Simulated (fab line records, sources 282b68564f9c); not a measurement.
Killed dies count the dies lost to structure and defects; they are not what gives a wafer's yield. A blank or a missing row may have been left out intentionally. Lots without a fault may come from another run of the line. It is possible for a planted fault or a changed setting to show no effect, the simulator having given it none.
Split-lot study	flow rit_cmos	23 wafers read from 5 lots, route of 202 steps

## ON THE SPLIT
At RIT_GATE_OXIDATION_05 (target thk 3 nm, ox time 270 s), the setting ox_time_s was moved away from the recipe's 270 s on 10 of the 23 wafers read, by -8.1% to +6.6%. All remaining wafers had this setting at the recipe value.

The reading is taken at the split's own step.

## THE READING
SiO2_of_GATE_OXIDATION_05.thk_nm (the simulator's own value, which no gauge read), in nm, at RIT_GATE_OXIDATION_05 (target thk 3 nm, ox time 270 s). There is no usual value for it anywhere in the file. Here, 13 wafers ran the recipe; their average is 3.007 nm with a standard deviation of 0.055 nm.

wafer	tool, chamber at the split	ox_time_s as run, s	against the recipe	SiO2_of_GATE_OXIDATION_05.thk_nm, nm	against lot-mates on the recipe
L075.1	-, -	270	recipe	2.996	-
L075.2	-, -	270	recipe	2.982	-
L075.3	-, -	270	recipe	3.025	-
L075.4	-, -	270	recipe	3.004	-
L075.6	-, -	270	recipe	3.002	-
L078.1	-, -	270	recipe	2.972	-
L078.2	-, -	270	recipe	2.957	-
L078.4	-, -	270	recipe	2.914	-
L078.5	-, -	270	recipe	2.966	-
L078.6	-, -	270	recipe	2.993	-
L079.1	furnace-04, 0	270	recipe	3.06	-
L079.3	furnace-04, 0	270	recipe	3.125	-
L079.6	furnace-04, 0	270	recipe	3.092	-
L082.1	-, -	248.1	-8.1%	2.799	no lot-mate on the recipe
L082.2	-, -	248.1	-8.1%	2.798	no lot-mate on the recipe
L082.5	-, -	248.1	-8.1%	2.798	no lot-mate on the recipe
L082.4	-, -	248.1	-8.1%	2.827	no lot-mate on the recipe
L082.6	-, -	248.1	-8.1%	2.817	no lot-mate on the recipe
L084.1	-, -	287.7	+6.6%	3.101	no lot-mate on the recipe
L084.2	-, -	287.7	+6.6%	3.185	no lot-mate on the recipe
L084.3	-, -	287.7	+6.6%	3.162	no lot-mate on the recipe
L084.4	-, -	287.7	+6.6%	3.125	no lot-mate on the recipe
L084.5	-, -	287.7	+6.6%	3.166	no lot-mate on the recipe

THE FIT
A straight line over all 23 wafers: SiO2_of_GATE_OXIDATION_05.thk_nm changes by +0.0233 nm for each +1% of ox_time_s; r = +0.93; the points scatter about the line by 0.046 nm.
Too few moved wafers have a lot-mate on the recipe to fit a line with each lot's own level taken away.

## FILE'S OWN FIT
SiO2_of_GATE_OXIDATION_05.thk_nm changes by +0.0233 nm for each +1% of ox_time_s, r = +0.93.
